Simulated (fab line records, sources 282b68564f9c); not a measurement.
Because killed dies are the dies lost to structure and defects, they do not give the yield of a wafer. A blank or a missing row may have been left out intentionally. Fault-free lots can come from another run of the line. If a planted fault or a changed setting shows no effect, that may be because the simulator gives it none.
Which tool was responsible? + flow rit-cmos + 16 lots, 48 wafers sampled, at 5 steps of a route of 202

== WHAT THE GAUGES READ, wafer by wafer ==
RIT_PRETRO_TW_MEAS_10. Usual: for PRETRO_TW the level is 474 and the standard deviation is 9.2.
| lot  | measured    | on            | PRETRO_TW   | flag |
|------|-------------|---------------|-------------|------|
| L225 | day 2 08:22 | film-metro-03 | 478 479 478 |      |
| L226 | day 2 14:08 | film-metro-03 | 480 481 481 |      |
| L227 | day 2 18:39 | film-metro-02 | 478 480 478 |      |
| L228 | day 3 02:20 | film-metro-03 | 482 483 484 |      |
| L229 | day 3 03:29 | film-metro-01 | 463 460 465 |      |
| L230 | day 3 09:11 | film-metro-01 | 461 461 462 |      |
| L231 | day 3 14:19 | film-metro-02 | 481 481 478 |      |
| L233 | day 3 23:15 | film-metro-01 | 460 463 461 |      |
| L234 | day 4 04:58 | film-metro-01 | 463 461 463 |      |
| L235 | day 4 09:12 | film-metro-01 | 463 461 461 |      |
| L236 | day 4 15:05 | film-metro-03 | 479 479 481 |      |
| L237 | day 4 19:20 | film-metro-03 | 484 479 478 |      |
| L238 | day 5 00:55 | film-metro-01 | 463 463 460 |      |
| L239 | day 5 05:22 | film-metro-01 | 461 461 461 |      |
| L240 | day 5 10:28 | film-metro-03 | 484 483 480 |      |
| L248 | day 7 03:56 | film-metro-03 | 484 485 484 |      |

RIT_PSD_OVL_MEAS_06. Usual: for PSD_OVL the level is -0.2 nm and the standard deviation is 1.2.
| lot  | measured    | on         | PSD_OVL (nm)      | flag |
|------|-------------|------------|-------------------|------|
| L225 | day 3 01:53 | overlay-01 | -1.4 1.0 -0.7     |      |
| L226 | day 3 06:47 | overlay-02 | -0.6 -2.1 -2.6    |      |
| L227 | day 3 11:43 | overlay-02 | 0.2 1.4 1.0       |      |
| L228 | day 3 19:46 | overlay-01 | 1.9 1.0 0.3       |      |
| L229 | day 3 21:47 | overlay-01 | -0.5 -0.4 -2.4    |      |
| L230 | day 4 02:41 | overlay-01 | -0.5 -1.1 -0.6    |      |
| L231 | day 4 07:05 | overlay-02 | -0.2 1.8 -0.4     |      |
| L233 | day 4 16:43 | overlay-01 | 0.7 1.0 0.1       |      |
| L234 | day 4 23:00 | overlay-02 | -1.5 -0.1 0.5     |      |
| L235 | day 5 02:19 | overlay-01 | -0.7 -1.0 -2.5    |      |
| L236 | day 5 07:17 | overlay-01 | 128.7 128.4 128.0 | OFF  |
| L237 | day 5 14:11 | overlay-01 | 131.5 132.6 132.6 | OFF  |
| L238 | day 5 19:25 | overlay-01 | 0.0 0.0 0.9       |      |
| L239 | day 5 22:38 | overlay-02 | 130.5 130.8 129.5 | OFF  |
| L240 | day 6 02:59 | overlay-02 | 128.8 130.1 129.7 | OFF  |
| L248 | day 7 21:16 | overlay-02 | 0.0 -1.1 1.2      |      |

RIT_CONTACT_THK_MEAS_01. Usual: for CONTACT_TEOS_THK the level is 400 nm and the standard deviation is 5.6.
| lot  | measured    | on            | CONTACT_TEOS_THK (nm) | flag |
|------|-------------|---------------|-----------------------|------|
| L225 | day 3 04:05 | film-metro-03 | 393 392 400           |      |
| L226 | day 3 08:52 | film-metro-03 | 400 395 397           |      |
| L227 | day 3 13:46 | film-metro-03 | 396 391 397           |      |
| L228 | day 3 21:52 | film-metro-03 | 401 403 407           |      |
| L229 | day 3 23:51 | film-metro-02 | 401 398 401           |      |
| L230 | day 4 04:44 | film-metro-04 | 389 394 401           |      |
| L231 | day 4 09:08 | film-metro-04 | 396 398 406           |      |
| L233 | day 4 18:53 | film-metro-04 | 396 400 399           |      |
| L234 | day 5 01:03 | film-metro-03 | 405 400 406           |      |
| L235 | day 5 04:24 | film-metro-04 | 407 407 408           |      |
| L236 | day 5 09:20 | film-metro-03 | 388 395 400           |      |
| L237 | day 5 16:15 | film-metro-03 | 394 410 402           |      |
| L238 | day 5 21:28 | film-metro-02 | 401 393 406           |      |
| L239 | day 6 00:44 | film-metro-02 | 395 399 392           |      |
| L240 | day 6 05:04 | film-metro-03 | 399 392 397           |      |
| L248 | day 7 23:19 | film-metro-04 | 389 405 403           |      |

== TOOL THAT RAN EACH LOT (tool first, then ch and the chambers of the sampled wafers, then the start) ==
| lot  | RIT_GATE_STRIP_20                   | RIT_PSD_EXPOSE_03                  |
|------|-------------------------------------|------------------------------------|
| L225 | plasma-asher-04 ch 0,1, day 2 14:34 | iline-stepper-01 ch 0, day 3 01:29 |
| L226 | plasma-asher-04 ch 0,1, day 2 19:10 | iline-stepper-01 ch 0, day 3 06:23 |
| L227 | plasma-asher-04 ch 0,1, day 3 00:07 | iline-stepper-02 ch 0, day 3 11:19 |
| L228 | plasma-asher-04 ch 0,1, day 3 08:38 | iline-stepper-02 ch 0, day 3 19:22 |
| L229 | plasma-asher-02 ch 0,1, day 3 08:47 | iline-stepper-01 ch 0, day 3 21:23 |
| L230 | plasma-asher-02 ch 0,1, day 3 14:41 | iline-stepper-02 ch 0, day 4 02:18 |
| L231 | plasma-asher-02 ch 0,1, day 3 19:55 | iline-stepper-01 ch 0, day 4 06:41 |
| L233 | plasma-asher-02 ch 0,1, day 4 05:26 | iline-stepper-02 ch 0, day 4 16:19 |
| L234 | plasma-asher-04 ch 0,1, day 4 10:46 | iline-stepper-01 ch 0, day 4 22:36 |
| L235 | plasma-asher-03 ch 0,1, day 4 15:07 | iline-stepper-01 ch 0, day 5 01:56 |
| L236 | plasma-asher-03 ch 0,1, day 4 19:58 | iline-stepper-01 ch 0, day 5 06:53 |
| L237 | plasma-asher-04 ch 0,1, day 5 02:50 | iline-stepper-01 ch 0, day 5 13:48 |
| L238 | plasma-asher-04 ch 0,1, day 5 06:37 | iline-stepper-02 ch 0, day 5 19:02 |
| L239 | plasma-asher-04 ch 0,1, day 5 11:14 | iline-stepper-01 ch 0, day 5 22:13 |
| L240 | plasma-asher-02 ch 0,1, day 5 15:34 | iline-stepper-01 ch 0, day 6 02:35 |
| L248 | plasma-asher-03 ch 0,1, day 7 09:46 | iline-stepper-02 ch 0, day 7 20:53 |
- RIT_GATE_STRIP_20: strips in O2, time 180 s.
- RIT_PSD_EXPOSE_03: exposes mask M10, target cd 40900 nm.

== AS READ BY THE TOOLS THEMSELVES (means over the sampled wafers that have a number; for cases with no such wafer, the mark the record gives instead) ==
RIT_GATE_STRIP_20. Usual: 5.6 A for drypump-motor-current-A, sd 0.45.
| lot  | tool            | drypump-motor-current-A (A) | flag |
|------|-----------------|-----------------------------|------|
| L225 | plasma-asher-04 | 5.8                         |      |
| L226 | plasma-asher-04 | 5.8                         |      |
| L227 | plasma-asher-04 | 5.8                         |      |
| L228 | plasma-asher-04 | 5.8                         |      |
| L229 | plasma-asher-02 | 5.7                         |      |
| L230 | plasma-asher-02 | 5.7                         |      |
| L231 | plasma-asher-02 | 5.3                         |      |
| L233 | plasma-asher-02 | 5.7                         |      |
| L234 | plasma-asher-04 | 5.8                         |      |
| L235 | plasma-asher-03 | 5.5                         |      |
| L236 | plasma-asher-03 | 5.1                         |      |
| L237 | plasma-asher-04 | 5.8                         |      |
| L238 | plasma-asher-04 | 5.8                         |      |
| L239 | plasma-asher-04 | 5.9                         |      |
| L240 | plasma-asher-02 | 5.7                         |      |
| L248 | plasma-asher-03 | 5.1                         |      |

== THE ANSWER, worked out from the rows above alone ==
Rule: lot off if the mean of its wafers having a number is beyond 3 standard deviations from the usual mean. A lot without any number at a reading at which 4 lots or more have one is off too. Any other lot the step has rows for is counted as sound. First the gauges in route order, then the tools' own readings, where a lot's mean is used as printed above. At the first step where some lot is off, the reading lying furthest off is the one used; lots without a number count as furthest.
Off: at RIT_PSD_OVL_MEAS_06 (PSD_OVL), L236, L237, L239, L240.
If a tool, at a process step before that reading, ran all the lots that are off and no sound lot after the first of them, it fits. The gauges at RIT_PSD_OVL_MEAS_06 are tried like those tools. One fits: iline-stepper-01 at RIT_PSD_EXPOSE_03. A fault onset in the window from L235 (day 5 01:56, its last sound lot) to L236 (day 5 06:53, its first lot off) fits.

== WHAT WAS PUT IN BY THE SIMULATOR ==
Scanner matching overlay: iline-stepper-01, from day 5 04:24 on, at RIT_PSD_EXPOSE_03. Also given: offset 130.
Lots struck among those shown: L236, L237, L239, L240. The rule above reached the same finding.
